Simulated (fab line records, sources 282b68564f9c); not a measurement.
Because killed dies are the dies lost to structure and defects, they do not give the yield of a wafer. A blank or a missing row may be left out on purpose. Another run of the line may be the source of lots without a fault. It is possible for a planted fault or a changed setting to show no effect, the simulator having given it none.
Which tool did it? + flow rit_cmos + Sampling: 11 lots, 33 wafers, 6 of 202 route steps

WHAT THE GAUGES SHOWED, per wafer
RIT_SDANNEAL_RS_MEAS_04: the measuring method here is four-point-probe. Usual: PSD_RS 116.1 ohm/sq, standard deviation 0.3.
| lot  | measured    | on            | PSD_RS (ohm/sq)   | flag |
|------|-------------|---------------|-------------------|------|
| L416 | day 3 05:14 | film_metro-03 | 116.4 116.2 115.8 |      |
| L417 | day 3 08:05 | film_metro-03 | 116.4 116.1 116.2 |      |
| L418 | day 3 12:56 | film_metro-02 | 115.3 115.5 115.9 |      |
| L422 | day 4 11:38 | film_metro-02 | 115.4 115.8 115.8 |      |
| L427 | day 5 13:48 | film_metro-02 | 144.3 144.1 144.5 | OFF  |
| L429 | day 5 22:20 | film_metro-03 | 144.8 145.0 144.8 | OFF  |
| L430 | day 6 02:21 | film_metro-04 | 116.0 115.6 115.8 |      |
| L432 | day 6 10:18 | film_metro-04 | 115.8 116.0 116.0 |      |
| L434 | day 6 22:05 | film_metro-04 | 116.3 115.9 116.0 |      |
| L436 | day 7 11:20 | film_metro-03 | 116.9 116.4 116.4 |      |
| L438 | day 7 18:04 | film_metro-03 | 116.0 115.7 116.0 |      |

RIT_SDANNEAL_RS_MEAS_05: the measuring method here is four-point-probe. Usual: NSD_RS 84.5 ohm/sq, standard deviation 0.33.
| lot  | measured    | on            | NSD_RS (ohm/sq) | flag |
|------|-------------|---------------|-----------------|------|
| L416 | day 3 05:21 | film_metro-03 | 84.5 84.4 84.5  |      |
| L417 | day 3 08:12 | film_metro-03 | 85.0 85.1 84.8  |      |
| L418 | day 3 13:03 | film_metro-02 | 84.4 83.8 83.9  |      |
| L422 | day 4 11:45 | film_metro-02 | 85.0 84.9 84.8  |      |
| L427 | day 5 13:55 | film_metro-02 | 85.5 85.4 85.4  |      |
| L429 | day 5 22:27 | film_metro-03 | 86.2 85.8 86.1  | OFF  |
| L430 | day 6 02:28 | film_metro-04 | 84.2 84.3 84.1  |      |
| L432 | day 6 10:25 | film_metro-04 | 84.3 84.6 84.5  |      |
| L434 | day 6 22:13 | film_metro-04 | 84.3 84.5 84.5  |      |
| L436 | day 7 11:27 | film_metro-03 | 84.5 84.9 85.1  |      |
| L438 | day 7 18:11 | film_metro-03 | 85.3 85.3 85.2  |      |

RIT_SDANNEAL_RS_MEAS_06: the measuring method here is four-point-probe. Usual: PLDD_RS 178.7 ohm/sq, standard deviation 0.54.
| lot  | measured    | on            | PLDD_RS (ohm/sq)  | flag |
|------|-------------|---------------|-------------------|------|
| L416 | day 3 05:28 | film_metro-03 | 178.9 178.6 178.3 |      |
| L417 | day 3 08:19 | film_metro-03 | 179.5 179.2 179.0 |      |
| L418 | day 3 13:10 | film_metro-02 | 178.1 178.6 178.3 |      |
| L422 | day 4 11:52 | film_metro-02 | 178.1 178.6 178.8 |      |
| L427 | day 5 14:02 | film_metro-02 | 214.4 213.5 214.3 | OFF  |
| L429 | day 5 22:34 | film_metro-03 | 214.6 215.2 215.5 | OFF  |
| L430 | day 6 02:35 | film_metro-04 | 179.2 178.5 178.6 |      |
| L432 | day 6 10:32 | film_metro-04 | 178.5 178.8 178.0 |      |
| L434 | day 6 22:20 | film_metro-04 | 178.4 178.1 178.4 |      |
| L436 | day 7 11:34 | film_metro-03 | 179.2 179.1 179.9 |      |
| L438 | day 7 18:19 | film_metro-03 | 178.7 178.5 178.9 |      |

RIT_CONTACT_CD_MEAS_08: the cd target is 1000 nm. Usual: cd_nm at 999.5 nm, with a standard deviation of 2.1.
| lot  | measured    | on        | cd_nm (nm)           | flag |
|------|-------------|-----------|----------------------|------|
| L416 | day 3 07:29 | cd_sem-01 | 999.4 999.7 1000.3   |      |
| L417 | day 3 10:15 | cd_sem-02 | 1000.2 1000.3 999.7  |      |
| L418 | day 3 15:14 | cd_sem-01 | 1002.0 998.9 1002.1  |      |
| L422 | day 4 13:47 | cd_sem-01 | 1001.3 1002.3 1001.6 |      |
| L427 | day 5 16:11 | cd_sem-01 | 999.7 1000.3 1001.7  |      |
| L429 | day 6 00:36 | cd_sem-01 | 996.8 996.8 996.2    |      |
| L430 | day 6 04:37 | cd_sem-01 | 999.5 999.8 999.8    |      |
| L432 | day 6 12:30 | cd_sem-02 | 1000.0 1000.3 999.4  |      |
| L434 | day 7 00:18 | cd_sem-02 | 1001.0 1000.4 1000.5 |      |
| L436 | day 7 13:32 | cd_sem-02 | 995.2 995.2 996.1    |      |
| L438 | day 7 20:09 | cd_sem-02 | 1003.1 1004.3 1002.8 |      |

WHICH TOOL RAN EACH LOT (tool, then ch and the chambers of the sampled wafers, then the start)
| lot  | RIT_NLDD_STRIP_09                   | RIT_SDANNEAL_RTA_03             |
|------|-------------------------------------|---------------------------------|
| L416 | plasma_asher-03 ch 0,1, day 2 21:27 | rtp_anneal-01 ch 0, day 3 05:10 |
| L417 | plasma_asher-03 ch 0,1, day 3 00:19 | rtp_anneal-02 ch 0, day 3 08:01 |
| L418 | plasma_asher-03 ch 0,1, day 3 04:57 | rtp_anneal-01 ch 0, day 3 12:49 |
| L422 | plasma_asher-01 ch 0,1, day 4 04:13 | rtp_anneal-01 ch 0, day 4 11:34 |
| L427 | plasma_asher-02 ch 0,1, day 5 05:19 | rtp_anneal-02 ch 0, day 5 13:44 |
| L429 | plasma_asher-01 ch 0,1, day 5 14:21 | rtp_anneal-02 ch 0, day 5 22:15 |
| L430 | plasma_asher-01 ch 0,1, day 5 18:23 | rtp_anneal-01 ch 0, day 6 02:14 |
| L432 | plasma_asher-01 ch 0,1, day 6 02:33 | rtp_anneal-01 ch 0, day 6 10:13 |
| L434 | plasma_asher-01 ch 0,1, day 6 14:17 | rtp_anneal-01 ch 0, day 6 22:01 |
| L436 | plasma_asher-01 ch 0,1, day 7 03:20 | rtp_anneal-01 ch 0, day 7 11:16 |
| L438 | plasma_asher-02 ch 1, day 7 10:16   | rtp_anneal-01 ch 0, day 7 18:00 |
- RIT_NLDD_STRIP_09: strips in O2, time 180 s.
- RIT_SDANNEAL_RTA_03: time 5 s.

WHAT THE TOOLS THEMSELVES READ (means of the sampled wafers that have a number; where no wafer has one, the mark that the record gives instead)
RIT_NLDD_STRIP_09. Usual: drypump_motor_current_A at 5.4 A, with a standard deviation of 0.48.
| lot  | tool            | drypump_motor_current_A (A) | flag |
|------|-----------------|-----------------------------|------|
| L416 | plasma_asher-03 | 5.6                         |      |
| L417 | plasma_asher-03 | 5.3                         |      |
| L418 | plasma_asher-03 | 5.6                         |      |
| L422 | plasma_asher-01 | 5.0                         |      |
| L427 | plasma_asher-02 | 6.0                         |      |
| L429 | plasma_asher-01 | 5.2                         |      |
| L430 | plasma_asher-01 | 5.2                         |      |
| L432 | plasma_asher-01 | 5.0                         |      |
| L434 | plasma_asher-01 | 5.2                         |      |
| L436 | plasma_asher-01 | 5.0                         |      |
| L438 | plasma_asher-02 | 6.0                         |      |

RIT_SDANNEAL_RTA_03. Usual: chamber_o2_ppm 1.994, standard deviation 0.019; wafer_temp_C_max 1053.5, standard deviation 1.2.
| lot  | tool          | chamber_o2_ppm | wafer_temp_C_max | flag |
|------|---------------|----------------|------------------|------|
| L416 | rtp_anneal-01 | 1.980          | 1054.5           |      |
| L417 | rtp_anneal-02 | 2.016          | 1053.9           |      |
| L418 | rtp_anneal-01 | 1.987          | 1053.2           |      |
| L422 | rtp_anneal-01 | 2.006          | 1053.7           |      |
| L427 | rtp_anneal-02 | 2.005          | 1012.4           | OFF  |
| L429 | rtp_anneal-02 | 2.000          | 1013.3           | OFF  |
| L430 | rtp_anneal-01 | 1.995          | 1053.0           |      |
| L432 | rtp_anneal-01 | 1.990          | 1053.3           |      |
| L434 | rtp_anneal-01 | 1.999          | 1054.5           |      |
| L436 | rtp_anneal-01 | 1.992          | 1053.1           |      |
| L438 | rtp_anneal-01 | 2.006          | 1052.8           |      |

THE ANSWER, worked out from the rows above alone
Rule: lot off if the mean of its wafers having a number is beyond 3 standard deviations from the usual mean. Also off: a lot with no number at a reading for which 4 or more lots have one. The other lots that the step has rows for count as sound. The gauges are gone through in route order, then the tools' own readings, and for those a lot's mean is taken as printed above. At the first step where some lot is off, the reading lying furthest off is the one used; lots without a number count as furthest.
Off: L427, L429, seen at RIT_SDANNEAL_RS_MEAS_04 (PSD_RS).
A tool fits if, at a process step before that reading, it ran every lot that is off, and no sound lot after the first of them. Not tried: the gauges at RIT_SDANNEAL_RS_MEAS_04; whatever is off there is also off at RIT_SDANNEAL_RTA_03, on other tools, and gauge error can't account for it. One fits: RIT_SDANNEAL_RTA_03 on rtp_anneal-02. Its last sound lot is L417 (day 3 08:01), its first lot that is off L427 (day 5 13:44): a fault that began between those two fits.
On the lots that are off, the tool's own readings at RIT_SDANNEAL_RTA_03 differ by more than 5 times the standard deviation of the sound lots' means, which bears it out; wafer_temp_C_max reads 1012.8 there versus 1053.6 on the sound lots.

WHAT THE SIMULATOR PUT IN
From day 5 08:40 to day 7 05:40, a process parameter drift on rtp_anneal-02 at RIT_SDANNEAL_RTA_03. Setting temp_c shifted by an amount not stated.
Shown lots that were struck: L427, L429. The rule above reached the same finding.
